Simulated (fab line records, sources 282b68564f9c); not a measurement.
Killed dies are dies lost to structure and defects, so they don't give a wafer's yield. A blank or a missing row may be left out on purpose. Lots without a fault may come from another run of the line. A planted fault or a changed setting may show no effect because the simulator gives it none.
A struck lot beside a sound one | flow rit_cmos | 39 steps out of a route of 202
Sound: wafers L235.1, L235.2, L235.6. Struck: wafers L222.1, L222.3, L222.5. The cause comes at the end.
At each step with rows: each side's tool, then ch and its chambers, then its first start. Under that, the readings that differ: sound wafers | struck wafers | difference of the means | sigmas: that difference in standard deviations of wafers without a fault.
alike: readings whose means differ by less than 2 such deviations, and words and numbers that are the same on both sides. not compared: withheld readings, readings that some wafer has no value for, bounds like >300 that may hide the same value, and numbers for which the record gives no deviation and whose values overlap.
The two part at a step that has a row with sigmas, a row that says differs or no value, or rows on one side only. Numbers that don't overlap but have no deviation are shown without sigmas and don't part them. A reading that every wafer of one side lacks parts them only if that side has two wafers or more.

first, 3 steps without rows for these wafers: RIT_GATE_EXPOSE_13 (exposes mask M6, target cd 150 nm); RIT_GATE_PEB_14; RIT_GATE_DEVELOP_15 (develop time 50 s).
RIT_GATE_CD_MEAS_16: target cd 150 nm.
  sound on cd_sem-02, day 6 17:53; struck on cd_sem-02, day 3 19:06
  reading    | sound       | struck      | difference | sigmas
  cd_nm (nm) | 142 146 142 | 152 151 152 | +8         | +3
RIT_GATE_OVL_MEAS_17:
  sound on overlay-02, day 6 18:00; struck on overlay-02, day 3 19:13
  alike: GATE_OVL
then, 1 step without rows for these wafers: RIT_GATE_HARDBAKE_18 (time 60 s).
RIT_GATE_ETCH_19: etches poly-Si in SF6/CHF3/O2, stops on SiO2, time 165 s, target depth 312.5 nm.
  sound on rie_si-02 ch 0,1, day 6 18:12; struck on rie_si-01 ch 0,1,3, day 3 19:25
  alike: O2_flow_sccm, drypump_motor_current_A, oes_product_au, rf_fwd_power_W, throttle_valve_pct
  not compared: rf_hours_counter_h
RIT_GATE_STRIP_20: strips in O2, time 180 s.
  sound on plasma_asher-02 ch 0,1, day 6 18:19; struck on plasma_asher-01 ch 0,1, day 3 19:31
  alike: drypump_motor_current_A
  not compared: rf_hours_counter_h
RIT_GATE_CD_MEAS_90: target cd 150 nm.
  sound on cd_sem-01, day 6 18:29; struck on cd_sem-01, day 3 19:41
  reading    | sound       | struck      | difference | sigmas
  cd_nm (nm) | 142 146 142 | 152 152 152 | +9         | +3
then, 3 steps without rows for these wafers: RIT_REOX_CLEAN_00 (cleans in SC1, time 600 s); RIT_REOX_CLEAN_01 (cleans in dHF, time 29.24 s); RIT_REOX_CLEAN_02 (cleans in SC2, time 600 s).
RIT_REOX_OXIDATION_03: target thk 25.2 nm, ox time 5580 s.
  sound on furnace-03 ch 0, day 6 18:59; struck on furnace-01 ch 0, day 3 20:43
  reading                   | sound             | struck            | difference | sigmas
  spike_tc_centre_C (C)     | 901.8 903.0 903.4 | 912.6 913.8 914.0 | +10.7      | +7
  zone_power_centre_pct (%) | 41.5 42.4 42.1    | 53.7 52.5 53.0    | +11.1      | +4
  not compared: model.SiO2_of_REOX_OXIDATION_03.thk_nm
RIT_REOX_THK_MEAS_04:
  sound on film_metro-01, day 6 21:32; struck on film_metro-04, day 3 23:16
  alike: REOX_OXIDE_THK
then, 6 steps without rows for these wafers: RIT_NLDD_HMDS_00 (prime time 60 s); RIT_NLDD_COAT_01 (resist thk 1000 nm); RIT_NLDD_SOFTBAKE_02 (time 60 s); RIT_NLDD_EXPOSE_03 (exposes mask M7, target cd 40700 nm); RIT_NLDD_PEB_04; RIT_NLDD_DEVELOP_05 (develop time 50 s).
RIT_NLDD_OVL_MEAS_06:
  sound on overlay-02, day 6 22:38; struck on overlay-02, day 4 00:19
  reading       | sound         | struck      | difference | sigmas
  NLDD_OVL (nm) | -0.4 -1.1 1.2 | 2.2 2.4 3.1 | +2.7       | +2
then, 2 steps without rows for these wafers: RIT_NLDD_HARDBAKE_07 (time 60 s); RIT_NLDD_IMPLANT_08.
RIT_NLDD_STRIP_09: strips in O2, time 180 s.
  sound on plasma_asher-02 ch 0,1, day 6 22:58; struck on plasma_asher-03 ch 1, day 4 00:39
  alike: drypump_motor_current_A
  not compared: rf_hours_counter_h
RIT_NLDD_TW_MEAS_10:
  sound on film_metro-03, day 6 23:08; struck on film_metro-04, day 4 00:49
  alike: NLDD_TW
then, 6 steps without rows for these wafers: RIT_PLDD_HMDS_00 (prime time 60 s); RIT_PLDD_COAT_01 (resist thk 1000 nm); RIT_PLDD_SOFTBAKE_02 (time 60 s); RIT_PLDD_EXPOSE_03 (exposes mask M8, target cd 40900 nm); RIT_PLDD_PEB_04; RIT_PLDD_DEVELOP_05 (develop time 50 s).
RIT_PLDD_OVL_MEAS_06:
  sound on overlay-02, day 7 00:10; struck on overlay-02, day 4 01:52
  alike: PLDD_OVL
then, 2 steps without rows for these wafers: RIT_PLDD_HARDBAKE_07 (time 60 s); RIT_PLDD_IMPLANT_08.
RIT_PLDD_STRIP_09: strips in O2, time 180 s.
  sound on plasma_asher-03 ch 0,1, day 7 00:31; struck on plasma_asher-03 ch 0,1, day 4 02:11
  alike: drypump_motor_current_A
  not compared: rf_hours_counter_h
RIT_PLDD_TW_MEAS_10:
  sound on film_metro-04, day 7 00:41; struck on film_metro-03, day 4 02:22
  alike: PLDD_TW
RIT_SPACER_CLEAN_00: cleans in SC1, time 600 s.
  sound on wet_bench-01 ch 3, day 7 00:45; struck on wet_bench-03 ch 1, day 4 02:26
  not compared: model.SiO2_of_REOX_OXIDATION_03.thk_nm
then, 1 step without rows for these wafers: RIT_SPACER_CLEAN_01 (cleans in dHF, time 30 s).
RIT_M1_PROBE_99:
  sound on prober-02, day 7 15:55; struck on prober-01, day 4 16:06
  alike: killed_at_M0_to_M3, killed_at_contacts, killed_at_front_end, killed_dies, killed_open, killed_short

WHERE THEY PART
First at RIT_GATE_CD_MEAS_16; last, within this record, at RIT_NLDD_OVL_MEAS_06. Later steps at which nothing parts them and some readings are alike: RIT_NLDD_STRIP_09, RIT_NLDD_TW_MEAS_10, RIT_PLDD_OVL_MEAS_06, RIT_PLDD_STRIP_09, RIT_PLDD_TW_MEAS_10, RIT_M1_PROBE_99.

WHY: what the simulator had put in
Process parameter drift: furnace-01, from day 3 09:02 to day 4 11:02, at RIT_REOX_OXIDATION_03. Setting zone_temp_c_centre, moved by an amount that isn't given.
